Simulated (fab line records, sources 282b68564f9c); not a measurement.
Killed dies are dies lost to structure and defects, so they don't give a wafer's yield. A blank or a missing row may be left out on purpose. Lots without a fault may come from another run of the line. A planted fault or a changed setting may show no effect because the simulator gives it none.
Which tool did it? | flow rit_cmos | 13 lots, 39 wafers sampled, at 2 steps of a route of 202

WHAT THE GAUGES READ, wafer by wafer
The record holds no reading of a measuring or inspecting step that can be judged against a usual standard deviation.

WHICH TOOL RAN EACH LOT (tool, then ch and the chambers of the sampled wafers, then the start)
lot  | RIT_REOX_CLEAN_02              | RIT_M1_PROBE_99
L287 | wet_bench-04 ch 2, day 2 14:34 | prober-01, day 3 10:02
L288 | wet_bench-01 ch 1, day 2 20:58 | prober-02, day 3 19:02
L289 | wet_bench-04 ch 2, day 3 03:52 | prober-01, day 3 23:47
L290 | wet_bench-02 ch 1, day 3 07:52 | prober-02, day 4 03:17
L291 | wet_bench-02 ch 1, day 3 10:26 | prober-01, day 4 07:01
L292 | wet_bench-02 ch 1, day 3 17:31 | prober-02, day 4 14:49
L293 | wet_bench-04 ch 1, day 4 00:19 | prober-01, day 4 19:39
L294 | wet_bench-02 ch 3, day 4 01:46 | prober-02, day 4 21:36
L295 | wet_bench-02 ch 1, day 4 06:46 | prober-01, day 5 02:40
L297 | wet_bench-04 ch 3, day 4 16:55 | prober-01, day 5 11:56
L301 | wet_bench-04 ch 3, day 5 11:31 | prober-02, day 6 08:10
L302 | wet_bench-04 ch 1, day 5 16:31 | prober-01, day 6 13:45
L309 | wet_bench-02 ch 3, day 7 03:40 | prober-02, day 8 02:26
- RIT_REOX_CLEAN_02: cleans in SC2, time 600 s.
- RIT_M1_PROBE_99

WHAT THE TOOLS THEMSELVES READ (means of the sampled wafers that have a number; where no wafer has one, the mark that the record gives instead)
RIT_REOX_CLEAN_02.
lot  | tool         | bath_guard_temp_C (C) | run_length_s (s)
L287 | wet_bench-04 | 74.9                  | 624
L288 | wet_bench-01 | 74.3                  | 634
L289 | wet_bench-04 | 74.9                  | 624
L290 | wet_bench-02 | 74.7                  | 634
L291 | wet_bench-02 | 74.8                  | 634
L292 | wet_bench-02 | 74.8                  | 635
L293 | wet_bench-04 | 74.8                  | 626
L294 | wet_bench-02 | 75.8                  | 624
L295 | wet_bench-02 | 74.8                  | 628
L297 | wet_bench-04 | 75.0                  | 583
L301 | wet_bench-04 | 75.0                  | 575
L302 | wet_bench-04 | 74.5                  | 585
L309 | wet_bench-02 | 75.5                  | 625

RIT_M1_PROBE_99.
lot  | tool      | killed_at_contacts | killed_at_front_end | killed_dies | killed_on_rim | killed_open | killed_short
L287 | prober-01 | 0.0                | 6.7                 | 6.7         | 2.0           | 3.3         | 3.3
L288 | prober-02 | 0.0                | 5.3                 | 5.3         | 0.7           | 2.0         | 3.3
L289 | prober-01 | 0.0                | 5.7                 | 5.7         | 2.3           | 2.7         | 2.7
L290 | prober-02 | 0.0                | 8.0                 | 8.0         | 1.0           | 4.0         | 3.3
L291 | prober-01 | 0.7                | 4.3                 | 5.0         | 1.0           | 2.7         | 2.3
L292 | prober-02 | 0.0                | 3.3                 | 3.3         | 1.0           | 1.0         | 2.3
L293 | prober-01 | 0.0                | 5.7                 | 5.7         | 1.7           | 3.7         | 2.0
L294 | prober-02 | 0.0                | 7.3                 | 7.3         | 2.3           | 3.7         | 3.7
L295 | prober-01 | 0.0                | 6.7                 | 6.7         | 3.3           | 3.3         | 3.3
L297 | prober-01 | 0.0                | 9.3                 | 9.3         | 2.7           | 6.0         | 3.3
L301 | prober-02 | 0.0                | 7.0                 | 7.0         | 3.0           | 3.0         | 4.0
L302 | prober-01 | 0.3                | 8.3                 | 8.7         | 2.0           | 3.0         | 5.7
L309 | prober-02 | 0.3                | 6.3                 | 6.7         | 2.7           | 4.0         | 2.7

THE ANSWER, worked out from the rows above alone
Rule: what is usual is taken from the lots themselves. Put in order of their means at a reading, lots are off if they are a third of the lots or fewer, leave a main group of 4 or more, and stand apart from it by a gap of 3 or more times the standard deviation of the main group's means; of several such gaps the widest counts. A main group whose means are all the same, to the digits that the tables above print for the reading, isn't used. A lot without any number at a reading at which 4 lots or more have one is off too. The other lots that the step has rows for count as sound. The gauges are gone through in route order, then the tools' own readings, and for those a lot's mean is taken as printed above. The first step at which some lot is off is used, and at that step the reading that is off furthest; a lot without a number counts as furthest.
Off: L297, L301, L302, at RIT_REOX_CLEAN_02 (run_length_s). The main group: mean 629 s, standard deviation 4.6.
A tool fits if, at that step or a process step before it, it ran every lot that is off, and no sound lot after the first of them. One fits: wet_bench-04 at RIT_REOX_CLEAN_02. Its last sound lot is L293 (day 4 00:19), its first lot that is off L297 (day 4 16:55): a fault that began between those two fits.
The tool's own readings at RIT_REOX_CLEAN_02 bear it out: on the lots that are off they differ by more than 5 times the standard deviation of the sound lots' means. run_length_s reads 581 s there against 629 s on the sound lots.

WHAT THE SIMULATOR HAD PUT IN
Process parameter drift: wet_bench-04, from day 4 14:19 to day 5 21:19, at RIT_REOX_CLEAN_02. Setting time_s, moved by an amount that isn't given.
Lots struck among those shown: L297, L301, L302. The rule above found the same.
